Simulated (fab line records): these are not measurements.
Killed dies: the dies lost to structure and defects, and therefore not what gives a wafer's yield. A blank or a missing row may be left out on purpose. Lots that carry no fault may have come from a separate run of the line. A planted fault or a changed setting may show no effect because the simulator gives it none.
What tool caused it? ; flow ritCmos ; at 1 step of a route of 202, 14 lots with 42 wafers sampled

== WHAT THE GAUGES SHOWED, per wafer ==
No reading from a measuring or inspecting step in the record can be judged against a usual standard deviation.

== WHICH TOOL RAN EACH LOT (tool, then ch and the chambers of the sampled wafers, then the start) ==
lot;RIT_FOX1_WET_ETCH_02
L759;wetBench-01 ch 1, day 2 05:13
L760;wetBench-02 ch 2, day 2 10:01
L761;wetBench-03 ch 1, day 2 13:37
L762;wetBench-02 ch 1, day 2 19:53
L769;wetBench-03 ch 1, day 4 05:45
L771;wetBench-02 ch 0, day 4 15:39
L772;wetBench-03 ch 2, day 4 20:13
L773;wetBench-01 ch 1, day 5 02:59
L774;wetBench-02 ch 3, day 5 08:50
L775;wetBench-03 ch 2, day 5 13:32
L777;wetBench-03 ch 0, day 5 21:16
L778;wetBench-02 ch 3, day 6 02:47
L779;wetBench-03 ch 1, day 6 08:10
L780;wetBench-02 ch 0, day 6 14:37
- RIT_FOX1_WET_ETCH_02: etches SiO2 in BOE, target depth 350 nm, time 390 s.

== AS READ BY THE TOOLS THEMSELVES (means over the sampled wafers that have a number; for cases with no such wafer, the mark the record gives instead) ==
RIT_FOX1_WET_ETCH_02.
lot;tool;bathHeatDutyPct (%);runLengthS (s)
L759;wetBench-01;-;-
L760;wetBench-02;-;-
L761;wetBench-03;1.4;414
L762;wetBench-02;1.5;415
L769;wetBench-03;2.1;421
L771;wetBench-02;1.6;416
L772;wetBench-03;1.7;415
L773;wetBench-01;2.0;413
L774;wetBench-02;1.8;415
L775;wetBench-03;1.8;415
L777;wetBench-03;1.7;415
L778;wetBench-02;1.5;416
L779;wetBench-03;1.8;422
L780;wetBench-02;2.0;414

== THE ANSWER, worked out from the rows above alone ==
Rule: the lots themselves supply what counts as usual. Put in order of their means at a reading, lots are off if they are a third of the lots or fewer, leave a main group of 4 or more, and stand apart from it by a gap of 3 or more times the standard deviation of the main group's means; of several such gaps the widest counts. A main group is skipped when, at the precision printed for the reading in the tables above, its means are all equal. A lot without any number at a reading at which 4 lots or more have one is off too. Any other lot the step has rows for is counted as sound. Order of review: gauges by route order, followed by the tools' own readings, for which a lot's mean as printed above is used. The first step at which some lot is off is used, and at that step the reading that is off furthest; a lot without a number counts as furthest.
Off: L759, L760, at RIT_FOX1_WET_ETCH_02 (bathHeatDutyPct). Without a number there: L759, L760. For the main group the mean is 1.7 % and the standard deviation 0.21.
If a tool, at that step or one of the process steps before it, ran each lot that is off and ran no sound lot following the first of them, it fits. Not one of the candidates tried fits.

== WHAT THE SIMULATOR HAD PUT IN ==
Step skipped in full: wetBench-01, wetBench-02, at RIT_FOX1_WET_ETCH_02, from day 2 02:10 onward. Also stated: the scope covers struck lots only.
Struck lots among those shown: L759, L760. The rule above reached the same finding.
